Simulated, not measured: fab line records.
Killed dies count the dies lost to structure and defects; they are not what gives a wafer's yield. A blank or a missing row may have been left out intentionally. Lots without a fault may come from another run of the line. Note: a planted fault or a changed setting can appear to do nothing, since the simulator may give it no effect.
fab line records	flow rit-cmos
record lots=5	wafers=15	last-day=7
route steps=202 shown PLDD@116 SPACER@125 NSD@131 PSD@142 SDANNEAL@153 SILICIDE@161 M1@202
lots untouched by any fault: they come from a run of this same line in which no faults occurred
start-h: hours from the record's opening day to when the first of the lot's shown wafers began	wait-h: hours elapsed since this lot's preceding step	" as in the row above	L1.1+2: a row that stands for several wafers	- value missing, or start not given	* or withheld: withheld	< > ~ a bound
route shown NAME@n: NAME is a module with steps in the file, n the number in the route of the first one	usual: mean and standard deviation over wafers with no fault	same: alike in all rows	chamber/n: place in a boat	sites: the reading at each site	_std_site: how widely they spread, as a standard deviation	_edge_site: mean of outer sites minus mean of inner sites	radius-mm: how far each site lies from the wafer's centre	mask NAME#n: copy n	behind: tool/chamber where the wafer was last shaped	hold: cause of the lot's hold/its duration in hours/its outcome	device: which transistor (n, p or np) failed to switch	end of line: the tests these same wafers got at the end of their route	where a step has no rows: the recipe by itself	killed: dies that structure and defects cost at the first sort, which is not the same as the wafer's yield	map: a wafer's dies, x killed, . not, _ none there
set.NAME: the setting the step ran with; set.NAME@STEP: the setting that earlier step ran with	model.NAME: the simulator's own value behind a step, which no gauge read
a table for each step, a row for each wafer; lots at some steps of the route
services: a tool's chamber out of use, with start hour (start-h, from the record's first day; less than 0 if before it), hours out, and reason
## steps
# step RIT_PLDD_SOFTBAKE_02
# recipe resist=NOVOLAK	temp-c=90	time-s=60
# step RIT_PLDD_EXPOSE_03
# recipe mask-id=M8	na=0.57	target-cd-nm=40900	dose-mj=250
# step RIT_PLDD_PEB_04
# recipe resist=NOVOLAK	temp-c=withheld	time-s=withheld
# step RIT_PLDD_DEVELOP_05
# recipe resist=NOVOLAK	develop-time-s=50	dev-temp-c=23
# step RIT_PLDD_OVL_MEAS_06
# usual PLDD_OVL=-0.2/1.4
lot.wafer	tool	chamber	start-h	wait-h	PLDD_OVL[nm]
L541.3	overlay-02	-	99.40	-	-0.1
L541.4	"	-	"	"	-1.4
L541.6	"	-	"	"	-0.4
L544.1	overlay-02	-	112.36	-	-0.3
L544.2	"	-	"	"	-0.8
L544.4	"	-	"	"	0.5
L546.4	overlay-01	-	124.16	-	-1.8
L546.5	"	-	"	"	-1.0
L546.6	"	-	"	"	-1.7
L550.2	overlay-01	-	139.54	-	-1.2
L550.3	"	-	"	"	-1.0
L550.6	"	-	"	"	-3.4
L551.1	overlay-01	-	147.32	-	0.1
L551.2	"	-	"	"	-1.6
L551.5	"	-	"	"	0.2
# step RIT_PLDD_HARDBAKE_07
# recipe resist=NOVOLAK	temp-c=140	time-s=60
# step RIT_PLDD_IMPLANT_08
# recipe species=BF2	energy-kev=20	dose-cm2=9e+14	tilt-deg=7
# step RIT_PLDD_STRIP_09
# recipe chemistry=O2	time-s=180	resist=NOVOLAK	platen-temp-c=withheld	power-w=500	pressure-mtorr=4000	o2-flow-sccm=4000
# usual drypump-motor-current-A=5.7/0.33
lot.wafer	tool	chamber	start-h	wait-h	drypump-motor-current-A	rf-hours-counter-h
L541.3	plasma-asher-02	0	99.78	0.1	6.3	-
L541.4	"	1	"	"	5.7	-
L541.6	"	0	"	"	6.3	-
L544.1	plasma-asher-02	0	112.92	0.1	6.3	48
L544.2	"	1	"	"	5.7	48
L544.4	"	1	"	"	5.7	-
L546.4	plasma-asher-04	0	124.54	0.1	5.3	-
L546.5	"	1	"	"	5.7	-
L546.6	"	0	"	"	5.3	-
L550.2	plasma-asher-04	1	139.87	0.1	5.7	2
L550.3	"	1	"	"	5.8	-
L550.6	"	1	"	"	5.7	-
L551.1	plasma-asher-04	1	147.65	0.1	5.7	3
L551.2	"	0	"	"	5.3	3
L551.5	"	0	"	"	5.3	-
# step RIT_PLDD_TW_MEAS_10
# usual PLDD_TW=2363/11
lot.wafer	tool	chamber	start-h	wait-h	PLDD_TW
L541.3	film-metro-02	-	99.92	0.1	2345
L541.4	"	-	"	"	2349
L541.6	"	-	"	"	2356
L544.1	film-metro-01	-	113.09	0.1	2355
L544.2	"	-	"	"	2363
L544.4	"	-	"	"	2360
L546.4	film-metro-02	-	124.69	0.1	2357
L546.5	"	-	"	"	2356
L546.6	"	-	"	"	2352
L550.2	film-metro-01	-	140.09	0.2	2349
L550.3	"	-	"	"	2357
L550.6	"	-	"	"	2358
L551.1	film-metro-01	-	147.83	0.1	2368
L551.2	"	-	"	"	2372
L551.5	"	-	"	"	2363
# step RIT_SPACER_CLEAN_00
# recipe chemistry=SC1	mix=3:3:50	time-s=600	temp-c=75
# step RIT_SPACER_CLEAN_01
# recipe chemistry=dHF	dilution=50:1	time-s=30
# step RIT_SPACER_CLEAN_02
# recipe chemistry=SC2	mix=3:3:50	time-s=600	temp-c=75	dry=n2-spin
# step RIT_SPACER_CVD_03
# recipe material=Si3N4	target-thk-nm=250	temp-c=810	precursor=SiH2Cl2/NH3	time-s=3300	pressure-mtorr=300	sih2cl2-flow-sccm=60	nh3-flow-sccm=150
# usual pressure-mtorr=300.0/0.63	spike-tc-load-C=834/3.5	zone-power-load-pct=21/4.2
lot.wafer	tool	chamber	start-h	wait-h	pressure-mtorr	spike-tc-load-C	zone-power-load-pct	model.Si3N4_of_SPACER_CVD_03.thk-nm
L541.3	lpcvd-01	1	100.56	0.2	300.3	839	17	248.8
L541.4	"	1	"	"	300.2	839	17	246.9
L541.6	"	1	"	"	301.0	837	17	245.1
L544.1	lpcvd-01	0	113.52	0.0	300.1	832	27	249.9
L544.2	"	0	"	"	300.0	833	28	251.1
L544.4	"	0	"	"	300.3	832	28	249.2
L546.4	lpcvd-01	0	125.91	0.8	359.6	832	28	263.6
L546.5	"	0	"	"	359.2	831	27	262.3
L546.6	"	0	"	"	359.4	830	27	263.1
L550.2	lpcvd-02	1	140.51	0.0	298.6	833	21	248.4
L550.3	"	1	"	"	298.8	837	21	247.3
L550.6	"	1	"	"	298.5	836	21	246.3
L551.1	lpcvd-02	1	148.28	0.0	299.8	836	21	243
L551.2	"	1	"	"	299.7	835	22	243.2
L551.5	"	1	"	"	299.8	835	21	244.4
# step RIT_SPACER_THK_MEAS_04
# recipe reads=Si3N4_of_SPACER_CVD_03
# usual SPACER_NITRIDE_THK=248.2/2
lot.wafer	tool	chamber	start-h	wait-h	SPACER_NITRIDE_THK[nm]
L541.3	film-metro-04	-	102.49	0.0	248.7
L541.4	"	-	"	"	247.1
L541.6	"	-	"	"	245.0
L544.1	film-metro-01	-	116.39	0.0	249.9
L544.2	"	-	"	"	250.8
L544.4	"	-	"	"	249.1
L546.4	film-metro-04	-	128.82	0.0	263.5
L546.5	"	-	"	"	262.5
L546.6	"	-	"	"	263.1
L550.2	film-metro-01	-	143.42	0.0	248.3
L550.3	"	-	"	"	247.3
L550.6	"	-	"	"	246.1
L551.1	film-metro-01	-	150.20	0.0	242.9
L551.2	"	-	"	"	243.4
L551.5	"	-	"	"	244.2
# step RIT_SPACER_ETCHBACK_05
# recipe target-depth-a=2500	SF6_flow_sccm=30	CHF3_flow_sccm=30	target=Si3N4	chemistry=SF6/CHF3	pressure-mtorr=40	rf-w=250	time-s=240	stop-on=SiO2
# usual drypump-motor-current-A=5.6/0.51	oes-product-au=0.841/0.014	throttle-valve-pct=10.30/0.1
lot.wafer	tool	chamber	start-h	wait-h	drypump-motor-current-A	oes-product-au	rf-hours-counter-h	throttle-valve-pct	model.etch.depth-nm
L541.3	rie-diel-04	3	102.53	0.0	5.8	0.851	113	10.23	248.8
L541.4	"	0	"	"	5.1	0.854	83	10.33	246.9
L541.6	"	1	"	"	4.9	0.823	-	10.38	245.1
L544.1	rie-diel-04	2	116.45	0.1	5.0	0.851	4	10.36	249.9
L544.2	"	1	"	"	4.9	0.839	111	10.40	251.1
L544.4	"	3	"	"	5.8	0.855	113	10.20	249.2
L546.4	rie-diel-01	1	128.85	0.0	5.5	0.861	40	10.27	263.6
L546.5	"	2	"	"	6.0	0.858	-	10.40	262.3
L546.6	"	3	"	"	6.2	0.856	-	10.01	263.1
L550.2	rie-diel-04	2	143.47	0.0	5.0	0.848	4	10.34	248.4
L550.3	"	0	"	"	5.1	0.853	83	10.33	247.3
L550.6	"	1	"	"	4.9	0.830	-	10.39	246.3
L551.1	rie-diel-01	2	150.26	0.1	6.0	0.820	71	10.38	243
L551.2	"	0	"	"	5.5	0.805	20	10.37	243.2
L551.5	"	1	"	"	5.6	0.823	-	10.24	244.4
# step RIT_NSD_HMDS_00
# recipe prime-time-s=60	prime-temp-c=140
# step RIT_NSD_COAT_01
# recipe resist=NOVOLAK	spin-rpm=3250	resist-thk-nm=1000
# step RIT_NSD_SOFTBAKE_02
# recipe resist=NOVOLAK	temp-c=90	time-s=60
# step RIT_NSD_EXPOSE_03
# recipe mask-id=M9	na=0.57	target-cd-nm=40700	dose-mj=250
# step RIT_NSD_PEB_04
# recipe resist=NOVOLAK	temp-c=withheld	time-s=withheld
# step RIT_NSD_DEVELOP_05
# recipe resist=NOVOLAK	develop-time-s=50	dev-temp-c=23
# step RIT_NSD_OVL_MEAS_06
# usual NSD_OVL=-0.7/1.6
lot.wafer	tool	chamber	start-h	wait-h	NSD_OVL[nm]
L541.3	overlay-01	-	103.67	-	-1.0
L541.4	"	-	"	"	-1.2
L541.6	"	-	"	"	-3.5
L544.1	overlay-01	-	117.58	-	-2.7
L544.2	"	-	"	"	-0.6
L544.4	"	-	"	"	-1.6
L546.4	overlay-01	-	129.99	-	-0.2
L546.5	"	-	"	"	-0.8
L546.6	"	-	"	"	-1.0
L550.2	overlay-02	-	144.60	-	-0.4
L550.3	"	-	"	"	-0.6
L550.6	"	-	"	"	-2.2
L551.1	overlay-02	-	151.39	-	0.5
L551.2	"	-	"	"	3.0
L551.5	"	-	"	"	0.4
# step RIT_NSD_HARDBAKE_07
# recipe resist=NOVOLAK	temp-c=140	time-s=60
# step RIT_NSD_IMPLANT_08
# recipe species=P	energy-kev=25	dose-cm2=1e+15	tilt-deg=7
# step RIT_NSD_STRIP_09
# recipe chemistry=O2	time-s=180	resist=NOVOLAK	platen-temp-c=withheld	power-w=500	pressure-mtorr=4000	o2-flow-sccm=4000
# usual drypump-motor-current-A=5.8/0.33
lot.wafer	tool	chamber	start-h	wait-h	drypump-motor-current-A	rf-hours-counter-h
L541.3	plasma-asher-03	0	104.18	0.1	5.8	-
L541.4	"	1	"	"	5.4	-
L541.6	"	0	"	"	5.8	-
L544.1	plasma-asher-02	1	117.91	0.1	5.7	49
L544.2	"	0	"	"	6.3	49
L544.4	"	1	"	"	5.7	-
L546.4	plasma-asher-03	1	130.37	0.1	5.3	-
L546.5	"	1	"	"	5.3	-
L546.6	"	0	"	"	5.8	-
L550.2	plasma-asher-01	1	144.93	0.1	5.6	37
L550.3	"	0	"	"	6.2	-
L550.6	"	1	"	"	5.6	-
L551.1	plasma-asher-01	0	151.72	0.1	6.2	38
L551.2	"	1	"	"	5.6	38
L551.5	"	1	"	"	5.6	-
# step RIT_NSD_TW_MEAS_10
# usual NSD_TW=3141/14
lot.wafer	tool	chamber	start-h	wait-h	NSD_TW
L541.3	film-metro-02	-	104.31	0.1	3120
L541.4	"	-	"	"	3131
L541.6	"	-	"	"	3122
L544.1	film-metro-01	-	118.09	0.1	3145
L544.2	"	-	"	"	3128
L544.4	"	-	"	"	3151
L546.4	film-metro-02	-	130.51	0.1	3120
L546.5	"	-	"	"	3132
L546.6	"	-	"	"	3122
L550.2	film-metro-01	-	145.12	0.1	3158
L550.3	"	-	"	"	3137
L550.6	"	-	"	"	3174
L551.1	film-metro-01	-	151.90	0.1	3147
L551.2	"	-	"	"	3142
L551.5	"	-	"	"	3131
# step RIT_PSD_HMDS_00
# recipe prime-time-s=60	prime-temp-c=140
# step RIT_PSD_COAT_01
# recipe resist=NOVOLAK	spin-rpm=3250	resist-thk-nm=1000
# step RIT_PSD_SOFTBAKE_02
# recipe resist=NOVOLAK	temp-c=90	time-s=60
# step RIT_PSD_EXPOSE_03
# recipe mask-id=M10	na=0.57	target-cd-nm=40900	dose-mj=250
# step RIT_PSD_PEB_04
# recipe resist=NOVOLAK	temp-c=withheld	time-s=withheld
# step RIT_PSD_DEVELOP_05
# recipe resist=NOVOLAK	develop-time-s=50	dev-temp-c=23
# step RIT_PSD_OVL_MEAS_06
# usual PSD_OVL=1.2/1.6
lot.wafer	tool	chamber	start-h	wait-h	PSD_OVL[nm]
L541.3	overlay-01	-	105.34	-	-0.5
L541.4	"	-	"	"	-1.1
L541.6	"	-	"	"	0.1
L544.1	overlay-01	-	119.00	-	-1.2
L544.2	"	-	"	"	1.2
L544.4	"	-	"	"	-1.0
L546.4	overlay-02	-	131.54	-	1.2
L546.5	"	-	"	"	0.2
L546.6	"	-	"	"	0.9
L550.2	overlay-01	-	146.17	-	-1.0
L550.3	"	-	"	"	-0.7
L550.6	"	-	"	"	-1.9
L551.1	overlay-01	-	152.93	-	-1.0
L551.2	"	-	"	"	1.4
L551.5	"	-	"	"	1.6
# step RIT_PSD_HARDBAKE_07
# recipe resist=NOVOLAK	temp-c=140	time-s=60
# step RIT_PSD_IMPLANT_08
# recipe species=BF2	energy-kev=27	dose-cm2=5e+15	tilt-deg=7
# step RIT_PSD_STRIP_09
# recipe chemistry=O2	time-s=180	resist=NOVOLAK	platen-temp-c=withheld	power-w=500	pressure-mtorr=4000	o2-flow-sccm=4000
# usual drypump-motor-current-A=5.7/0.3
lot.wafer	tool	chamber	start-h	wait-h	drypump-motor-current-A	rf-hours-counter-h
L541.3	plasma-asher-04	0	105.72	0.1	5.3	-
L541.4	"	1	"	"	5.7	-
L541.6	"	1	"	"	5.7	-
L544.1	plasma-asher-03	0	119.33	0.1	5.8	51
L544.2	"	1	"	"	5.3	51
L544.4	"	0	"	"	5.8	-
L546.4	plasma-asher-01	1	131.91	0.1	5.6	-
L546.5	"	0	"	"	6.2	-
L546.6	"	1	"	"	5.6	-
L550.2	plasma-asher-01	1	146.50	0.1	5.6	37
L550.3	"	0	"	"	6.2	-
L550.6	"	0	"	"	6.2	-
L551.1	plasma-asher-04	0	153.27	0.1	5.3	4
L551.2	"	1	"	"	5.7	4
L551.5	"	1	"	"	5.7	-
# step RIT_PSD_TW_MEAS_10
# usual PSD_TW=3448/18
lot.wafer	tool	chamber	start-h	wait-h	PSD_TW
L541.3	film-metro-01	-	105.86	0.1	3462
L541.4	"	-	"	"	3451
L541.6	"	-	"	"	3457
L544.1	film-metro-02	-	119.51	0.1	3431
L544.2	"	-	"	"	3434
L544.4	"	-	"	"	3433
L546.4	film-metro-01	-	132.06	0.1	3453
L546.5	"	-	"	"	3441
L546.6	"	-	"	"	3441
L550.2	film-metro-01	-	146.68	0.1	3445
L550.3	"	-	"	"	3438
L550.6	"	-	"	"	3447
L551.1	film-metro-01	-	153.44	0.1	3461
L551.2	"	-	"	"	3447
L551.5	"	-	"	"	3464
# step RIT_SDANNEAL_CLEAN_00
# recipe chemistry=SC1	mix=3:3:50	time-s=600	temp-c=75
# step RIT_SDANNEAL_CLEAN_01
# recipe chemistry=dHF	dilution=50:1	time-s=30
# step RIT_SDANNEAL_CLEAN_02
# recipe chemistry=SC2	mix=3:3:50	time-s=600	temp-c=75	dry=n2-spin
# step RIT_SDANNEAL_RTA_03
# recipe temp-c=1050	time-s=5	idle-temp-c=600	ramp-up-c-per-s=342	ramp-down-c-per-s=171	cool-to-c=600	ambient=N2
# usual wafer_temp_C_max=1053.5/1.2
lot.wafer	tool	chamber	start-h	wait-h	wafer_temp_C_max
L541.3	rtp-anneal-01	0	106.29	0.0	1055.2
L541.4	"	0	"	"	1053.6
L541.6	"	0	"	"	1052.6
L544.1	rtp-anneal-02	0	119.94	0.0	1054.0
L544.2	"	0	"	"	1052.8
L544.4	"	0	"	"	1055.4
L546.4	rtp-anneal-02	0	132.52	0.0	1054.5
L546.5	"	0	"	"	1052.8
L546.6	"	0	"	"	1053.3
L550.2	rtp-anneal-02	0	147.11	0.0	1054.1
L550.3	"	0	"	"	1055.4
L550.6	"	0	"	"	1053.2
L551.1	rtp-anneal-01	0	153.90	0.0	1054.7
L551.2	"	0	"	"	1051.3
L551.5	"	0	"	"	1053.1
# step RIT_SDANNEAL_RS_MEAS_04
# recipe thk-meas-gauge=four-point-probe
# usual PSD_RS=115.93/0.28
lot.wafer	tool	chamber	start-h	wait-h	PSD_RS[ohm/sq]
L541.3	film-metro-02	-	106.36	0.1	115.52
L541.4	"	-	"	"	115.89
L541.6	"	-	"	"	115.77
L544.1	film-metro-02	-	119.99	0.0	115.81
L544.2	"	-	"	"	115.85
L544.4	"	-	"	"	115.63
L546.4	film-metro-02	-	132.61	0.1	116.09
L546.5	"	-	"	"	115.79
L546.6	"	-	"	"	115.62
L550.2	film-metro-01	-	147.18	0.1	115.65
L550.3	"	-	"	"	116.11
L550.6	"	-	"	"	116.06
L551.1	film-metro-02	-	153.96	0.0	115.80
L551.2	"	-	"	"	115.65
L551.5	"	-	"	"	116.01
# step RIT_SILICIDE_WET_ETCH_00
# recipe chemistry=BOE	target=SiO2	target-depth-nm=14	time-s=15	dry=n2-spin	dilution=10:1	temp-c=21.5
lot.wafer	tool	chamber	start-h	wait-h	model.Si3N4_of_SPACER_CVD_03.thk-nm
L541.3	wet-bench-02	1	106.80	0.1	194.3
L541.4	"	1	"	"	192.3
L541.6	"	1	"	"	191.3
L544.1	wet-bench-04	1	120.47	0.1	193.7
L544.2	"	1	"	"	195.5
L544.4	"	1	"	"	194.6
L546.4	wet-bench-02	0	133.03	0.0	206.3
L546.5	"	0	"	"	204.9
L546.6	"	0	"	"	205.6
L550.2+3	wet-bench-02	2	147.64	0.1	192.9
L550.6	"	2	"	"	192.3
L551.1	wet-bench-01	3	154.44	0.1	188.6
L551.2	"	3	"	"	189.5
L551.5	"	3	"	"	191
# step RIT_M1_PROBE_99
# usual killed_at_M0_to_M3=0.0/0.14	killed-at-contacts=0.0/0.23	killed-at-front-end=7/3.1	killed-dies=7/3.1	killed-open=3.3/2	killed-short=3.5/1.9
# same gross-dies=264	killed_at_M4_up=0	killed-at-back-side=0	killed-at-other=0
lot.wafer	tool	chamber	start-h	wait-h	killed_at_M0_to_M3	killed-at-contacts	killed-at-front-end	killed-dies	killed-open	killed-short	model.etest.nplus-sal.width-nm	model.etest.pplus-sal.width-nm	model.etest.nwell-pinched.rs-ohm-sq	model.etest.diode-nplus-comb.cj-ff-um2	model.etest.diode-nplus-pwell.cj-ff-um2
L541.3	prober-02	-	113.81	0.2	0	0	6	6	2	4	3421	3411	340.2	2.619	2.06
L541.4	prober-02	-	113.86	0.2	0	0	5	5	2	3	3443	3449	340.3	2.647	2.056
L541.6	prober-02	-	113.96	0.2	0	0	3	3	1	2	3451	3438	341.9	2.635	2.056
L544.1	prober-01	-	127.48	0.1	1	0	9	10	4	5	3482	3457	339.2	2.632	2.056
L544.2	prober-01	-	127.53	0.1	0	1	7	8	4	4	3444	3438	336.2	2.621	2.049
L544.4	prober-01	-	127.63	0.2	0	0	3	3	2	1	3454	3463	334	2.63	2.054
L546.4	prober-01	-	140.23	0.2	0	0	10	10	6	4	3422	3418	326	2.558	2.057
L546.5	prober-01	-	140.28	0.2	0	0	7	7	4	3	3437	3431	326	2.584	2.049
L546.6	prober-01	-	140.33	0.2	0	0	9	9	5	4	3444	3433	328.3	2.561	2.058
L550.2	prober-01	-	154.61	0.1	0	0	7	7	4	3	3465	3461	342.6	2.654	2.072
L550.3	prober-01	-	154.66	0.2	0	0	0	0	0	0	3430	3445	337.8	2.631	2.052
L550.6	prober-01	-	154.81	0.2	0	0	7	7	4	3	3452	3447	335.9	2.635	2.074
L551.1	prober-02	-	161.54	0.1	0	0	8	8	2	6	3463	3498	343.2	2.668	2.068
L551.2	prober-02	-	161.59	0.1	0	0	4	4	1	3	3471	3475	338.9	2.631	2.058
L551.5	prober-02	-	161.74	0.2	1	0	2	3	1	2	3454	3481	336.2	2.626	2.049
# killed by level:class
L541.3 GATE:geometric-particle:short=3 FOX1:geometric-particle:short=1 FOX2:geometric-particle:open=1 GATE:geometric-particle:open=1
L541.4 GATE:geometric-particle:short=3 GATE:geometric-particle:open=2
L541.6 FOX1:geometric-particle:short=1 FOX2:geometric-particle:short=1 GATE:geometric-particle:open=1
L544.1 GATE:geometric-particle:short=2 SPACER:geometric-particle:short=2 FOX1:geometric-particle:open=1 FOX1:geometric-particle:short=1 GATE:geometric-particle:open=1 SPACER:geometric-particle:open=1 SILICIDE:geometric-particle:open=1 M1:coat-microbubble-printed=1
L544.2 GATE:geometric-particle:short=2 SPACER:geometric-particle:short=2 FOX1:geometric-particle:open=1 REOX:geometric-particle:open=1 SILICIDE:geometric-particle:open=1 CONTACT:geometric-particle:open=1
L544.4 FOX1:geometric-particle:open=1 FOX1:geometric-particle:short=1 GATE:geometric-particle:open=1
L546.4 GATE:geometric-particle:short=3 GATE:geometric-particle:open=3 FOX1:geometric-particle:open=1 FOX2:geometric-particle:open=1 REOX:geometric-particle:short=1 REOX:geometric-particle:open=1
L546.5 GATE:geometric-particle:short=2 REOX:geometric-particle:open=2 FOX1:geometric-particle:open=1 REOX:geometric-particle:short=1 SILICIDE:geometric-particle:open=1
L546.6 GATE:geometric-particle:short=3 FOX1:geometric-particle:open=2 GATE:geometric-particle:open=2 FOX1:geometric-particle:short=1 REOX:geometric-particle:open=1
L550.2 GATE:geometric-particle:open=3 GATE:geometric-particle:short=2 FOX1:geometric-particle:short=1 SILICIDE:geometric-particle:open=1
L550.6 GATE:geometric-particle:short=2 SPACER:geometric-particle:open=2 FOX1:geometric-particle:open=1 FOX2:geometric-particle:open=1 SILICIDE:geometric-particle:short=1
L551.1 GATE:geometric-particle:short=2 FOX1:geometric-particle:short=1 GATE:geometric-particle:open=1 REOX:geometric-particle:open=1 REOX:geometric-particle:short=1 SPACER:geometric-particle:short=1 SILICIDE:geometric-particle:short=1
L551.2 GATE:geometric-particle:short=1 REOX:geometric-particle:short=1 SPACER:geometric-particle:short=1 SPACER:geometric-particle:open=1
L551.5 FOX2:geometric-particle:open=1 GATE:geometric-particle:short=1 M1:geometric-particle:short=1
## services
tool	chamber	start-h	hours	kind
rie-diel-01	3	79.12	24.8	repair
plasma-asher-04	-	91.79	1.4	repair
plasma-asher-04	-	99.32	2.8	repair
plasma-asher-04	-	108.75	9.0	pm
plasma-asher-04	0	108.75	9.0	vent-cycle
plasma-asher-04	1	108.75	9.0	vent-cycle
rie-diel-01	3	109.01	5.2	repair
rie-diel-01	0	109.79	5.3	repair
plasma-asher-04	0	117.75	-	clean
plasma-asher-04	1	117.75	-	clean
rie-diel-01	1	131.37	7.8	repair
plasma-asher-03	-	141.43	21.0	repair
## key
first-sign step=RIT_SPACER_CVD_03	reading=pressure-mtorr	direction=up	sigmas=95	usual=300.0	struck=359.4
effect step=RIT_SPACER_THK_MEAS_04	reading=SPACER_NITRIDE_THK	direction=up	sigmas=7.4	usual=248.2	struck=263.0
model-effect step=RIT_SPACER_CVD_03	value=Si3N4_of_SPACER_CVD_03.thk-nm	without=248.9	struck=263
model-effect step=RIT_SPACER_ETCHBACK_05	value=etch.depth-nm	without=248.9	struck=263
model-effect step=RIT_SILICIDE_WET_ETCH_00	value=Si3N4_of_SPACER_CVD_03.thk-nm	without=194.5	struck=205.6
model-effect step=RIT_M1_PROBE_99	value=etest.nplus-sal.width-nm	without=3460	struck=3434
met-at RIT_SPACER_CVD_03
struck-wafers L546.4,L546.5,L546.6
tester-left-out L546
onset-between 113.52 125.91
fault kind=process-parameter-drift	tool=lpcvd-01	chamber=0	onset-h=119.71	steps=RIT_SPACER_CVD_03	channel=pressure-mtorr	offset=60	shape=step	end-h=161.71	acts-in=these-recipes-only	stated=300
# tester-left-out: of these lots the tester's yield and bins aren't shown, on N5 and GAA mostly nor the transistor test; their killed dies are dies lost to structure and defects alone, not to doping, threshold or leakage, so they don't give the yield
